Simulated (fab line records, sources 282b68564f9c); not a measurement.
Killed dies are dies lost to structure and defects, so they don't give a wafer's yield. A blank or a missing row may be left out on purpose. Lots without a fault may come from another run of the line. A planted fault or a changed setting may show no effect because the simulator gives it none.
fab line records | flow rit_cmos
record lots=7 wafers=21 last_day=7
route steps=202 shown ACTIVE@8 FOX1@20 FOX2@23 M1@202
lots that met no fault: from a run of the same line without faults
start_h: hours from the record's first day to the start of the lot's first wafer shown | wait_h: hours since the lot's step before | " the same as in the row above | L1.1+2: a row that stands for several wafers | - no value, or no start given | * or withheld: withheld | < > ~ a bound
route shown NAME@n: a module of which the file shows steps, and the number in the route of the first | usual: mean/standard deviation of fault-free wafers | same: alike in all rows | chamber/n: place in a boat | sites: the reading at each site | _std_site: their standard deviation | _edge_site: outer sites' mean less inner sites' | radius_mm: how far each site lies from the wafer's centre | mask NAME#n: copy n | behind: the tool/chamber that last shaped the wafer | hold: why the lot was held/for how many hours/how that ended | device: the transistor (n, p or np) that didn't switch | end of line: the same wafers' tests at the end of the route | a step without rows: its recipe alone | killed: dies lost to structure and defects at the first sort, not the wafer's yield | map: a wafer's dies, x killed, . not, _ none there
set.NAME: the setting as run; set.NAME@STEP: as run at that earlier step | model.NAME: the simulator's own value behind a step, which no gauge read
lots at some steps of the route; a table a step, a row a wafer
services: from which hour (start_h, from the record's first day; less than 0 if before it) a tool's chamber was out of use, for how many hours, and why
## steps
# step RIT_ACTIVE_SOFTBAKE_07
# recipe resist=NOVOLAK temp_c=90 time_s=60
# step RIT_ACTIVE_EXPOSE_08
# recipe mask_id=M1 na=0.6 source_shape=conventional sigma_outer=0.6 target_cd_nm=1400 dose_mj=225
# step RIT_ACTIVE_PEB_09
# recipe resist=NOVOLAK temp_c=withheld time_s=withheld
# step RIT_ACTIVE_DEVELOP_10
# recipe resist=NOVOLAK develop_time_s=50 dev_temp_c=22.29
# step RIT_ACTIVE_CD_MEAS_11
# recipe target_cd_nm=1400
# usual cd_nm=1400.7/2.2
# columns lot.wafer tool chamber start_h wait_h cd_nm
L123.3 cd_sem-01 - 21.04 - 1398.5
L123.5 " - " " 1399.8
L123.6 " - " " 1400.8
L128.1 cd_sem-01 - 46.38 - 1398.0
L128.2 " - " " 1399.9
L128.5 " - " " 1402.9
L131.2 cd_sem-02 - 62.82 - 1398.2
L131.3 " - " " 1399.6
L131.4 " - " " 1397.4
L137.2 cd_sem-02 - 90.45 - 1400.8
L137.4 " - " " 1400.2
L137.6 " - " " 1402.3
L141.1 cd_sem-02 - 113.86 - 1401.5
L141.2 " - " " 1402.9
L141.3 " - " " 1400.4
L143.1 cd_sem-01 - 120.47 - 1398.8
L143.3 " - " " 1398.9
L143.5 " - " " 1399.4
L145.2 cd_sem-02 - 129.89 - 1399.9
L145.3 " - " " 1398.5
L145.5 " - " " 1398.3
# step RIT_ACTIVE_HARDBAKE_12
# recipe resist=NOVOLAK temp_c=140 time_s=60
# step RIT_ACTIVE_ETCH_13
# recipe stop_on=SiO2 chemistry=SF6 target=Si3N4 time_s=205.4 over_etch_frac=0.4 SF6_flow_sccm=200 pressure_mtorr=260 rf_w=125 target_depth_a=2100
# usual drypump_motor_current_A=5.8/0.39 oes_product_au=0.827/0.012 rf_fwd_power_W=124.5/0.39 throttle_valve_pct=7.47/0.11
# columns lot.wafer tool chamber start_h wait_h drypump_motor_current_A oes_product_au rf_fwd_power_W rf_hours_counter_h throttle_valve_pct
L123.3 rie_diel-01 1 21.27 0.1 5.9 0.811 125.1 10 7.31
L123.5 " 2 " " 5.7 0.821 124.2 - 7.58
L123.6 " 3 " " 5.8 0.806 124.8 - 7.64
L128.1 rie_diel-02 1 46.65 0.1 6.5 0.826 124.5 0 7.31
L128.2 " 2 " " 5.7 0.846 124.4 134 7.46
L128.5 " 1 " " 6.5 0.830 124.5 - 7.31
L131.2 rie_diel-02 1 63.07 0.1 6.5 0.826 125.4 1 7.31
L131.3 " 3 " " 5.3 0.809 125.1 13 7.35
L131.4 " 0 " " 5.9 0.825 124.1 7 7.61
L137.2 rie_diel-01 3 90.70 0.1 5.8 0.817 125.3 123 7.64
L137.4 " 1 " " 5.9 0.820 124.4 - 7.30
L137.6 " 0 " " 5.0 0.852 124.1 - 7.53
L141.1 rie_diel-02 3 114.13 0.1 5.3 0.832 123.8 14 7.35
L141.2 " 2 " " 5.8 0.846 124.6 135 7.47
L141.3 " 1 " " 6.5 0.825 124.4 2 7.33
L143.1 rie_diel-02 0 120.74 0.1 5.9 0.831 125.1 8 7.61
L143.3 " 1 " " 6.5 0.825 124.5 2 7.32
L143.5 " 0 " " 5.9 0.831 125.2 - 7.62
L145.2 rie_diel-02 1 130.14 0.1 6.5 0.824 124.0 2 7.33
L145.3 " 3 " " 5.3 0.820 124.4 14 7.36
L145.5 " 0 " " 5.9 0.833 124.5 - 7.61
# step RIT_ACTIVE_STRIP_14
# recipe chemistry=O2 time_s=180 resist=NOVOLAK platen_temp_c=withheld power_w=500 pressure_mtorr=4000 o2_flow_sccm=4000
# usual drypump_motor_current_A=5.5/0.39
# columns lot.wafer tool chamber start_h wait_h drypump_motor_current_A rf_hours_counter_h
L123.3 plasma_asher-01 0 21.46 0.1 5.9 -
L123.5 " 1 " " 5.5 -
L123.6 " 0 " " 5.9 -
L128.1 plasma_asher-04 0 46.78 0.1 5.2 36
L128.2 " 1 " " 5.2 36
L128.5 " 0 " " 5.3 -
L131.2 plasma_asher-04 0 63.20 0.1 5.3 38
L131.3 " 0 " " 5.3 -
L131.4 " 1 " " 5.1 -
L137.2 plasma_asher-04 0 90.84 0.1 5.3 41
L137.4 " 0 " " 5.3 -
L137.6 " 0 " " 5.3 -
L141.1 plasma_asher-03 0 114.26 0.1 6.0 28
L141.2 " 1 " " 6.4 28
L141.3 " 1 " " 6.4 -
L143.1 plasma_asher-01 1 120.88 0.1 5.5 0
L143.3 " 0 " " 5.8 -
L143.5 " 1 " " 5.5 -
L145.2 plasma_asher-03 0 130.28 0.1 6.0 30
L145.3 " 1 " " 6.4 -
L145.5 " 0 " " 6.1 -
# step RIT_ACTIVE_CD_MEAS_90
# recipe target_cd_nm=1400
# usual cd_nm=1400.7/2.3
# columns lot.wafer tool chamber start_h wait_h cd_nm
L123.3 cd_sem-01 - 21.62 0.1 1398.3
L123.5 " - " " 1399.5
L123.6 " - " " 1401.1
L128.1 cd_sem-01 - 46.96 0.1 1398.7
L128.2 " - " " 1399.9
L128.5 " - " " 1402.7
L131.2 cd_sem-01 - 63.40 0.1 1398.8
L131.3 " - " " 1399.7
L131.4 " - " " 1397.7
L137.2 cd_sem-02 - 91.03 0.1 1401.5
L137.4 " - " " 1400.3
L137.6 " - " " 1402.0
L141.1 cd_sem-01 - 114.43 0.1 1402.0
L141.2 " - " " 1402.4
L141.3 " - " " 1401.1
L143.1 cd_sem-01 - 121.05 0.1 1398.7
L143.3 " - " " 1399.0
L143.5 " - " " 1399.8
L145.2 cd_sem-02 - 130.47 0.1 1400.1
L145.3 " - " " 1398.4
L145.5 " - " " 1398.8
# step RIT_ACTIVE_CLEAN_15
# recipe chemistry=SC1 mix=3:3:50 time_s=600 temp_c=75
# step RIT_ACTIVE_CLEAN_16
# recipe chemistry=dHF dilution=50:1 time_s=30
# step RIT_ACTIVE_CLEAN_17
# recipe chemistry=SC2 mix=3:3:50 time_s=600 temp_c=75 dry=n2_spin
# step RIT_FOX1_OXIDATION_00
# recipe temp_c=1100 ambient=H2O target_thk_a=3507 p_h2o_torr=720 ox_time_s=1130
# usual zone_power_centre_pct=52.7/0.66 zone_power_source_pct=42/3.3
# columns lot.wafer tool chamber start_h wait_h zone_power_centre_pct zone_power_source_pct
L123.3 furnace-04 0 22.18 0.1 52.9 44
L123.5 " 0 " " 52.7 44
L123.6 " 0 " " 51.4 44
L128.1 furnace-04 0 47.68 0.2 52.1 44
L128.2 " 0 " " 52.2 45
L128.5 " 0 " " 51.8 44
L128.1 furnace-04 0 49.16 0.2 52.0 44
L128.2 " 0 " " 52.3 45
L128.5 " 0 " " 51.7 44
L131.2 furnace-04 0 63.88 0.0 51.9 44
L131.3 " 0 " " 52.3 44
L131.4 " 0 " " 51.4 44
L131.2 furnace-03 0 65.45 0.3 53.1 37
L131.3 " 0 " " 54.0 36
L131.4 " 0 " " 52.0 37
L137.2 furnace-04 0 96.15 4.6 52.6 44
L137.4 " 0 " " 52.4 45
L137.6 " 0 " " 53.0 44
L137.2 furnace-04 0 98.53 1.1 52.0 44
L137.4 " 0 " " 52.5 45
L137.6 " 0 " " 52.5 44
L141.1 furnace-04 0 122.22 7.1 52.2 44
L141.2 " 0 " " 52.1 45
L141.3 " 0 " " 52.1 44
L143.1 furnace-04 0 122.22 0.7 52.9 44
L143.3 " 0 " " 52.8 44
L143.5 " 0 " " 53.0 44
L145.2 furnace-01 0 133.10 2.2 54.9 45
L145.3 " 0 " " 53.0 45
L145.5 " 0 " " 53.4 44
# step RIT_FOX1_THK_MEAS_01
# recipe reads=SiO2_of_FOX1_OXIDATION_00
# usual FOX1_OXIDE_THK=345/5.8
# columns lot.wafer tool chamber start_h wait_h FOX1_OXIDE_THK[nm]
L123.3 film_metro-03 - 23.52 0.0 340
L123.5 " - " " 345
L123.6 " - " " 342
L128.1 film_metro-03 - 50.47 0.0 529
L128.2 " - " " 522
L128.5 " - " " 531
L131.2 film_metro-04 - 66.87 0.1 517
L131.3 " - " " 527
L131.4 " - " " 521
L137.2 film_metro-02 - 99.86 0.0 509
L137.4 " - " " 510
L137.6 " - " " 510
L141.1 film_metro-03 - 123.53 0.0 348
L141.2 " - " " 353
L141.3 " - " " 351
L143.1 film_metro-02 - 123.53 0.0 350
L143.3 " - " " 348
L143.5 " - " " 352
L145.2 film_metro-04 - 134.42 0.0 346
L145.3 " - " " 342
L145.5 " - " " 341
# step RIT_FOX1_WET_ETCH_02
# recipe chemistry=BOE target_depth_nm=350 time_s=390 temp_c=21.5 dry=n2_spin dilution=10:1 target=SiO2
# usual bath_heat_duty_pct=1.7/0.39
# columns lot.wafer tool chamber start_h wait_h bath_heat_duty_pct model.Si3N4_of_ACTIVE_CVD_03.thk_nm
L123.3 wet_bench-04 1 23.56 0.0 2.0 136.5
L123.5 " 1 " " 1.5 137.9
L123.6 " 1 " " 1.8 136.4
L128.1 wet_bench-03 0 50.53 0.1 2.3 135.3
L128.2 " 0 " " 2.5 134.2
L128.5 " 0 " " 1.0 135.7
L131.2 wet_bench-02 3 66.92 0.0 1.7 134.3
L131.3 " 3 " " 1.5 133.5
L131.4 " 3 " " 2.2 133.8
L137.2 wet_bench-03 2 99.92 0.1 2.0 135.6
L137.4 " 2 " " 2.7 135.6
L137.6 " 2 " " 1.7 136
L141.1 wet_bench-02 2 123.59 0.1 1.5 138.4
L141.2 " 2 " " 1.7 139.5
L141.3 " 2 " " 0.9 139.4
L143.1 wet_bench-02 1 123.59 0.1 1.4 137.4
L143.3 " 1 " " 1.5 138.2
L143.5 " 1 " " 2.1 138.1
L145.2 wet_bench-02 3 134.47 0.0 2.1 138.4
L145.3 " 3 " " 1.0 139.4
L145.5 " 3 " " 1.9 138.2
# step RIT_FOX2_OXIDATION_00
# recipe temp_c=1100 ambient=H2O target_thk_a=3507 p_h2o_torr=720 ox_time_s=1130
# step RIT_FOX2_THK_MEAS_01
# recipe reads=SiO2_of_FOX2_OXIDATION_00
# usual FOX2_OXIDE_THK=345/6.2
# columns lot.wafer tool chamber start_h wait_h FOX2_OXIDE_THK[nm]
L123.3 film_metro-01 - 25.01 0.0 341
L123.5 " - " " 348
L123.6 " - " " 344
L128.1 film_metro-03 - 51.96 0.0 343
L128.2 " - " " 347
L128.5 " - " " 345
L131.2 film_metro-01 - 68.90 0.1 342
L131.3 " - " " 347
L131.4 " - " " 344
L137.2 film_metro-01 - 102.40 0.0 343
L137.4 " - " " 345
L137.6 " - " " 343
L141.1 film_metro-01 - 125.25 0.0 346
L141.2 " - " " 345
L141.3 " - " " 345
L143.1 film_metro-03 - 125.25 0.0 343
L143.3 " - " " 347
L143.5 " - " " 347
L145.2 film_metro-02 - 135.91 0.0 344
L145.3 " - " " 346
L145.5 " - " " 346
# step RIT_FOX2_CLEAN_02
# recipe chemistry=dHF dilution=50:1 time_s=180
# columns lot.wafer tool chamber start_h wait_h model.Si3N4_of_ACTIVE_CVD_03.thk_nm
L123.3+6 wet_bench-01 1 25.05 0.0 129.4
L123.5 " 1 " " 130.9
L128.1 wet_bench-04 1 52.17 0.2 128.2
L128.2 " 1 " " 127.1
L128.5 " 1 " " 128.6
L131.2 wet_bench-01 0 68.95 0.0 127.2
L131.3 " 0 " " 126.4
L131.4 " 0 " " 126.7
L137.2+4 wet_bench-04 2 102.62 0.2 128.6
L137.6 " 2 " " 128.9
L141.1 wet_bench-02 2 125.31 0.1 131.4
L141.2 " 2 " " 132.5
L141.3 " 2 " " 132.3
L143.1 wet_bench-02 3 125.31 0.1 130.3
L143.3+5 " 3 " " 131.1
L145.2 wet_bench-01 2 135.96 0.0 131.3
L145.3 " 2 " " 132.4
L145.5 " 2 " " 131.1
# step RIT_FOX2_WET_ETCH_03
# recipe chemistry=H3PO4 target=Si3N4 target_depth_nm=195 temp_c=165 time_s=2700
# step RIT_M1_PROBE_99
# usual killed_at_front_end=6.6/2.9 killed_dies=6.7/3 killed_on_rim=1.7/1.4 killed_open=3.5/2.1 killed_short=3.2/1.8
# same gross_dies=264 killed_at_M0_to_M3=0 killed_at_M4_up=0 killed_at_back_side=0 killed_at_contacts=0 killed_at_other=0
# columns lot.wafer tool chamber start_h wait_h killed_at_front_end killed_dies killed_on_rim killed_open killed_short
L123.3 prober-01 - 66.99 0.2 12 12 2 3 9
L123.5 prober-01 - 67.09 0.2 4 4 0 1 3
L123.6 prober-01 - 67.14 0.2 3 3 0 2 1
L128.1 prober-01 - 96.43 0.1 5 5 1 2 3
L128.2 prober-01 - 96.48 0.1 3 3 0 1 2
L128.5 prober-01 - 96.63 0.2 1 1 0 1 0
L131.2 prober-01 - 111.06 0.1 5 5 1 3 2
L131.3 prober-01 - 111.11 0.2 8 8 0 5 3
L131.4 prober-01 - 111.16 0.2 9 9 0 6 3
L137.2 prober-02 - 148.73 0.1 9 9 1 7 2
L137.4 prober-02 - 148.83 0.2 7 7 3 3 4
L137.6 prober-02 - 148.93 0.2 6 6 2 4 2
L141.1 prober-02 - 172.96 0.4 7 7 1 1 6
L141.2 prober-02 - 173.01 0.4 7 7 0 3 4
L141.3 prober-02 - 173.06 0.5 6 6 0 3 3
L143.1 prober-01 - 174.16 0.1 7 7 2 4 3
L143.3 prober-01 - 174.26 0.2 5 5 3 1 4
L143.5 prober-01 - 174.36 0.2 4 4 1 4 0
L145.2 prober-02 - 177.67 0.1 5 5 1 2 3
L145.3 prober-02 - 177.72 0.2 5 5 1 0 5
L145.5 prober-02 - 177.82 0.2 9 9 3 6 3
# killed by level:class
L123.3 GATE:geometric_particle:short=5 GATE:geometric_particle:open=3 SILICIDE:geometric_particle:short=3 SPACER:geometric_particle:short=1
L123.5 REOX:geometric_particle:short=2 GATE:geometric_particle:short=1 SPACER:geometric_particle:open=1
L123.6 FOX1:geometric_particle:open=1 GATE:geometric_particle:open=1 SILICIDE:geometric_particle:short=1
L128.1 FOX1:geometric_particle:short=1 FOX1:geometric_particle:open=1 GATE:geometric_particle:open=1 REOX:geometric_particle:short=1 SPACER:geometric_particle:short=1
L128.2 FOX1:geometric_particle:short=1 FOX2:geometric_particle:open=1 SILICIDE:geometric_particle:short=1
L128.5 GATE:geometric_particle:open=1
L131.2 GATE:geometric_particle:open=2 REOX:geometric_particle:short=1 SPACER:geometric_particle:open=1 SPACER:geometric_particle:short=1
L131.3 FOX1:geometric_particle:open=2 GATE:geometric_particle:open=2 FOX1:geometric_particle:short=1 GATE:geometric_particle:short=1 REOX:geometric_particle:short=1 REOX:geometric_particle:open=1
L131.4 FOX1:geometric_particle:open=3 GATE:geometric_particle:open=2 GATE:geometric_particle:short=1 REOX:geometric_particle:short=1 SPACER:geometric_particle:short=1 SPACER:geometric_particle:open=1
L137.2 SPACER:geometric_particle:open=3 FOX2:geometric_particle:open=2 FOX1:geometric_particle:short=1 FOX1:geometric_particle:open=1 FOX2:geometric_particle:short=1 SILICIDE:geometric_particle:open=1
L137.4 GATE:geometric_particle:short=2 GATE:geometric_particle:open=2 FOX1:geometric_particle:short=1 SPACER:geometric_particle:open=1 SILICIDE:geometric_particle:short=1
L137.6 FOX1:geometric_particle:short=2 GATE:geometric_particle:open=2 REOX:geometric_particle:open=1 SILICIDE:geometric_particle:open=1
L141.1 GATE:geometric_particle:short=3 FOX1:geometric_particle:short=1 FOX2:geometric_particle:short=1 GATE:geometric_particle:open=1 REOX:geometric_particle:short=1
L141.2 GATE:geometric_particle:open=3 REOX:geometric_particle:short=2 FOX1:geometric_particle:short=1 GATE:geometric_particle:short=1
L141.3 GATE:geometric_particle:open=2 REOX:geometric_particle:short=2 REOX:geometric_particle:open=1 SPACER:geometric_particle:short=1
L143.1 GATE:geometric_particle:open=4 GATE:geometric_particle:short=3
L143.3 FOX2:geometric_particle:short=1 GATE:geometric_particle:short=1 SPACER:geometric_particle:short=1 SPACER:geometric_particle:open=1 SILICIDE:geometric_particle:short=1
L143.5 FOX2:geometric_particle:open=1 GATE:geometric_particle:open=1 SPACER:geometric_particle:open=1 SILICIDE:geometric_particle:open=1
L145.2 FOX1:geometric_particle:short=1 FOX2:geometric_particle:open=1 GATE:geometric_particle:short=1 GATE:geometric_particle:open=1 SPACER:geometric_particle:short=1
L145.3 GATE:geometric_particle:short=4 FOX2:geometric_particle:short=1
L145.5 GATE:geometric_particle:short=3 GATE:geometric_particle:open=2 FOX1:geometric_particle:open=1 FOX2:geometric_particle:open=1 SPACER:geometric_particle:open=1 SILICIDE:geometric_particle:open=1
## services
# columns tool chamber start_h hours kind
rie_diel-02 1 -1.51 - clean
rie_diel-02 1 -1.51 - consumable_replace:esc
rie_diel-02 1 -1.51 21.0 scheduled_down
rie_diel-02 1 -1.51 21.0 vent_cycle
rie_diel-01 2 -0.71 11.6 repair
wet_bench-02 - 5.70 4.0 repair
furnace-01 - 27.86 3.0 pm
rie_diel-02 2 33.54 7.4 repair
plasma_asher-03 - 42.53 45.4 repair
rie_diel-02 - 53.37 0.7 repair
furnace-04 - 56.27 3.0 pm
rie_diel-02 - 60.12 2.8 pm
rie_diel-01 2 64.04 10.2 repair
rie_diel-02 2 66.32 9.4 repair
rie_diel-01 2 74.24 - clean
rie_diel-01 2 74.24 33.3 scheduled_down
rie_diel-01 2 74.24 33.3 vent_cycle
plasma_asher-01 - 108.75 9.0 pm
plasma_asher-01 0 108.75 9.0 vent_cycle
plasma_asher-01 1 108.75 9.0 vent_cycle
furnace-03 - 115.05 3.4 pm
plasma_asher-01 0 117.75 - clean
plasma_asher-01 1 117.75 - clean
rie_diel-02 - 124.78 0.1 repair
## key
first_sign step=RIT_FOX1_OXIDATION_00 reading=visit direction=added
effect step=RIT_FOX1_THK_MEAS_01 reading=FOX1_OXIDE_THK direction=up sigmas=30 usual=345 struck=520
model_effect step=RIT_FOX1_WET_ETCH_02 value=Si3N4_of_ACTIVE_CVD_03.thk_nm without=138.2 struck=134.9
model_effect step=RIT_FOX2_CLEAN_02 value=Si3N4_of_ACTIVE_CVD_03.thk_nm without=131.2 struck=127.8
met_at RIT_FOX1_OXIDATION_00
struck_wafers L128.1,L128.2,L128.5,L131.2,L131.3,L131.4,L137.2,L137.4,L137.6
tester_left_out L128,L131,L137
fault kind=repeated_step_whole tool=furnace-01,furnace-03,furnace-04 chamber=- onset_h=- steps=RIT_FOX1_OXIDATION_00 times=1 scope=struck_lots_only
# tester_left_out: of these lots the tester's yield and bins aren't shown, on N5 and GAA mostly nor the transistor test; their killed dies are dies lost to structure and defects alone, not to doping, threshold or leakage, so they don't give the yield
